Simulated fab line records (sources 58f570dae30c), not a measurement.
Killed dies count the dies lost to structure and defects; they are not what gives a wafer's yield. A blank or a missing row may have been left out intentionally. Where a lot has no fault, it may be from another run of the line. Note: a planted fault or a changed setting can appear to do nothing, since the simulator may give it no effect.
Matching of chambers    flow berkeley_cmos170    pecvd-02 running UCB170_V1_CVD_00: 3 sister chambers
The step deposits SiO2 from TEOS/O2, target thk 2000 nm, time 250 s. 14 wafers are shown with their chamber, then 7 later ones without.

WAFERS PAIRED WITH THEIR CHAMBERS
wafer   chamber  rf_fwd_power_W (W)  heater_power_w (W)
L972.3  1        550.0               285
L972.4  2        548.2               204
L972.6  0        549.9               286
L976.2  2        549.9               284
L976.5  0        547.4               202
L976.6  2        547.7               200
L979.2  0        550.7               241
L979.3  2        549.7               285
L979.4  2        548.4               204
L973.2  1        551.2               272
L973.4  0        549.7               279
L973.6  2        549.6               287
L983.1  0        548.3               217
L983.2  2        548.9               225

SIGNATURES, as means of the wafers listed above
reading         chamber 0  chamber 1  chamber 2  scatter within a chamber
rf_fwd_power_W  549.200    550.600    548.914    1.05
heater_power_w  245.00     278.50     241.29     38.3
Rule: a wafer lies at a distance from a chamber equal to the root of the sum of squares, over the readings, of (its reading less the chamber's mean, divided by the reading's scatter). The wafer belongs to the nearest chamber; if the next one is less than 2 further off, it can't be placed. The scatter: the root of (the sum of the squares of (reading less its chamber's mean) over the shown wafers, divided by (wafers less chambers)).

WAFERS WHOSE CHAMBER IS MISSING
wafer   rf_fwd_power_W (W)  heater_power_w (W)
L983.3  548.6               226
L986.3  549.7               228
L986.4  548.9               290
L986.6  548.8               278
L993.2  547.3               272
L993.4  547.1               212
L993.6  548.7               208

EACH ONE'S CHAMBER
wafer   from the rows above           in truth
L983.3  can't be placed: 2 or 0 or 1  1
L986.3  can't be placed: 0 or 2 or 1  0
L986.4  can't be placed: 0 or 2 or 1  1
L986.6  can't be placed: 0 or 2 or 1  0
L993.2  can't be placed: 2 or 0 or 1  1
L993.4  can't be placed: 2 or 0 or 1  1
L993.6  can't be placed: 2 or 0 or 1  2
0 of 7 placed correctly. Can't be placed from these rows: 7 (the true chamber is among the candidates in 7). Number placed wrongly: 0.
